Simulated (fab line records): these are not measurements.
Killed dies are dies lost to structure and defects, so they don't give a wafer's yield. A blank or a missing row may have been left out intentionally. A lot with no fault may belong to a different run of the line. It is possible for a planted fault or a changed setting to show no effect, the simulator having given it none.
The tool behind it: which one?	flow rit cmos	Sampling: 14 lots, 42 wafers, 4 of 202 route steps

## WHAT THE GAUGES SHOWED, per wafer
RIT_NWELL_OVL_MEAS_06. Usual: NWELL_OVL gives 0.2 nm (standard deviation 1.4).
lot	measured	on	NWELL_OVL (nm)	flag
L998	day 2 01:18	overlay-02	1.3 1.8 2.8	
L999	day 2 04:47	overlay-02	-0.6 0.3 0.5	
L100	day 2 07:35	overlay-02	1.0 -0.6 -0.8	
L101	day 2 14:05	overlay-01	0.3 -1.8 -0.9	
L102	day 2 18:09	overlay-02	-1.5 0.2 0.1	
L103	day 2 22:52	overlay-02	1.5 0.8 2.8	
L105	day 3 09:09	overlay-02	2.4 0.8 1.9	
L108	day 3 23:49	overlay-01	2.6 0.5 -0.6	
L111	day 4 16:17	overlay-01	0.5 -0.8 0.0	
L112	day 4 21:04	overlay-01	0.3 -0.3 -1.2	
L116	day 5 16:59	overlay-01	-1.5 -0.9 -1.6	
L119	day 6 09:41	overlay-02	0.0 0.0 0.1	
L120	day 6 12:01	overlay-02	3.4 1.3 -0.3	
L121	day 6 16:56	overlay-02	0.3 0.8 0.6	

RIT_GATE_THK_MEAS_07. Usual: GATE_OXIDE_THK gives 3.02 nm (standard deviation 0.059).
lot	measured	on	GATE_OXIDE_THK (nm)	flag
L998	day 2 15:47	film metro-04	2.99 3.07 3.07	
L999	day 2 18:36	film metro-01	3.03 3.03 3.00	
L100	day 2 21:07	film metro-01	2.93 2.86 2.92	
L101	day 3 05:27	film metro-01	3.02 3.07 2.93	
L102	day 3 07:31	film metro-04	3.03 3.01 2.92	
L103	day 3 15:09	film metro-02	3.07 3.08 3.05	
L105	day 3 22:31	film metro-01	3.04 3.09 2.98	
L108	day 4 17:57	film metro-01	3.02 2.94 2.90	
L111	day 5 09:33	film metro-01	3.04 3.07 3.01	
L112	day 5 13:19	film metro-01	3.12 2.99 3.00	
L116	day 6 11:23	film metro-04	5.06 5.12 5.08	OFF
L119	day 7 01:36	film metro-02	4.95 5.05 5.00	OFF
L120	day 7 01:34	film metro-04	3.11 3.12 3.07	
L121	day 7 09:47	film metro-01	3.01 3.01 3.01	

## WHAT TOOL EACH LOT RAN ON (gives the tool, then ch and the chambers of the sampled wafers, and finally the start)
lot	RIT_PRETRO_STRIP_09	RIT_GATE_OXIDATION_05
L998	plasma asher-02 ch 0,1, day 2 12:38	furnace-01 ch 0, day 2 14:27
L999	plasma asher-02 ch 0,1, day 2 16:34	furnace-04 ch 0, day 2 17:17
L100	plasma asher-02 ch 0,1, day 2 18:42	furnace-04 ch 0, day 2 19:25
L101	plasma asher-02 ch 0,1, day 3 00:59	furnace-01 ch 0, day 3 02:11
L102	plasma asher-04 ch 1, day 3 05:26	furnace-04 ch 0, day 3 06:09
L103	plasma asher-02 ch 0,1, day 3 10:37	furnace-04 ch 0, day 3 11:28
L105	plasma asher-02 ch 0,1, day 3 20:32	furnace-03 ch 0, day 3 21:11
L108	plasma asher-03 ch 0,1, day 4 13:22	furnace-03 ch 0, day 4 15:55
L111	plasma asher-03 ch 0,1, day 5 03:58	furnace-03 ch 0, day 5 07:03
L112	plasma asher-03 ch 1, day 5 08:32	furnace-03 ch 0, day 5 10:40
L116	plasma asher-03 ch 0,1, day 6 06:02	furnace-01 ch 0, day 6 07:49
L119	plasma asher-02 ch 1, day 6 21:23	furnace-03 ch 0, day 6 22:53
L120	plasma asher-02 ch 0,1, day 6 23:23	furnace-03 ch 0, day 7 00:12
L121	plasma asher-03 ch 0, day 7 04:34	furnace-03 ch 0, day 7 06:31
- RIT_PRETRO_STRIP_09: strips in O2, time 180 s.
- RIT_GATE_OXIDATION_05: target thk 3 nm, ox time 270 s.

## AS READ BY THE TOOLS THEMSELVES (means over the sampled wafers that have a number; for cases with no such wafer, the mark the record gives instead)
RIT_PRETRO_STRIP_09. Usual: drypump motor current A at 5.62 A, with a standard deviation of 0.28.
lot	tool	drypump motor current A (A)	flag
L998	plasma asher-02	5.47	
L999	plasma asher-02	5.44	
L100	plasma asher-02	5.47	
L101	plasma asher-02	5.46	
L102	plasma asher-04	6.09	
L103	plasma asher-02	5.46	
L105	plasma asher-02	5.47	
L108	plasma asher-03	5.60	
L111	plasma asher-03	5.62	
L112	plasma asher-03	5.56	
L116	plasma asher-03	5.62	
L119	plasma asher-02	5.47	
L120	plasma asher-02	5.48	
L121	plasma asher-03	5.65	

## THE ANSWER, worked out from the rows above alone
Rule: a lot is off if the mean of its wafers that have a number lies more than 3 standard deviations from the usual mean. Also off: a lot with no number at a reading for which 4 or more lots have one. Any other lot the step has rows for is counted as sound. After the gauges, taken in route order, come the tools' own readings; for these a lot's mean is taken, as printed above. At the first step where some lot is off, the reading lying furthest off is the one used; lots without a number count as furthest.
Off: L116, L119, seen at RIT_GATE_THK_MEAS_07 (GATE_OXIDE_THK).
A tool fits if, at a process step before that reading, it ran every lot that is off, and no sound lot after the first of them. Those tools and the gauges at RIT_GATE_THK_MEAS_07 are tried in the same way. Not one of the candidates tried fits.

## WHAT THE SIMULATOR HAD INSERTED
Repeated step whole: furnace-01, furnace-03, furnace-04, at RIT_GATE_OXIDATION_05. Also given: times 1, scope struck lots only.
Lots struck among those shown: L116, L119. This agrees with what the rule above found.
